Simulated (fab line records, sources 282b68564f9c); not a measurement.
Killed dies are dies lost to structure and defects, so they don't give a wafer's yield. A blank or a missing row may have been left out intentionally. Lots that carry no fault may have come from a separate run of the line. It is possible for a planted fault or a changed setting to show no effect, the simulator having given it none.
The tool behind it: which one? + flow rit-cmos + 7 lots, 21 wafers sampled, at 2 steps of a route of 202

== WHAT EACH GAUGE READ, for each wafer ==
RIT_NSD_TW_MEAS_10.
| lot  | measured    | on            | NSD_TW         |
|------|-------------|---------------|----------------|
| L126 | day 3 08:40 | film-metro-03 | 3123 3107 3115 |
| L129 | day 4 07:26 | film-metro-03 | 3133 3136 3129 |
| L131 | day 4 20:26 | film-metro-01 | 3161 3139 3156 |
| L132 | day 4 22:56 | film-metro-03 | 3134 3131 3126 |
| L136 | day 5 14:14 | film-metro-01 | 2866 2864 2854 |
| L141 | day 6 10:41 | film-metro-04 | 2823 2852 2826 |
| L146 | day 7 12:41 | film-metro-03 | 3101 3107 3111 |

== WHICH TOOL RAN EACH LOT (tool, then ch and the chambers of the sampled wafers, then the start) ==
| lot  | RIT_NSD_IMPLANT_08             |
|------|--------------------------------|
| L126 | implanter-01 ch 0, day 3 08:20 |
| L129 | implanter-03 ch 0, day 4 07:07 |
| L131 | implanter-03 ch 0, day 4 20:08 |
| L132 | implanter-03 ch 0, day 4 22:36 |
| L136 | implanter-03 ch 0, day 5 13:55 |
| L141 | implanter-03 ch 0, day 6 10:23 |
| L146 | implanter-02 ch 0, day 7 12:22 |
- RIT_NSD_IMPLANT_08

== THE ANSWER, worked out from the rows above alone ==
Rule: the lots themselves supply what counts as usual. Put in order of their means at a reading, lots are off if they are a third of the lots or fewer, leave a main group of 4 or more, and stand apart from it by a gap of 3 or more times the standard deviation of the main group's means; of several such gaps the widest counts. A main group is skipped when, at the precision printed for the reading in the tables above, its means are all equal. A lot without any number at a reading at which 4 lots or more have one is off too. All remaining lots with rows at the step are treated as sound.
Off: L136, L141, seen at RIT_NSD_TW_MEAS_10 (NSD_TW). The main group: mean 3127, standard deviation 16.
If a tool, at a process step before that reading, ran all the lots that are off and no sound lot after the first of them, it fits. Those tools and the gauges at RIT_NSD_TW_MEAS_10 are tried in the same way. One fits: implanter-03 at RIT_NSD_IMPLANT_08. A fault onset in the window from L132 (day 4 22:36, its last sound lot) to L136 (day 5 13:55, its first lot off) fits.

== WHAT THE SIMULATOR HAD PUT IN ==
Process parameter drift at RIT_NSD_IMPLANT_08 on implanter-03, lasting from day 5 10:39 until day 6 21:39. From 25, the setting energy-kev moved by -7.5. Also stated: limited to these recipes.
Lots struck among those shown: L136, L141. The rule given above showed the same thing.
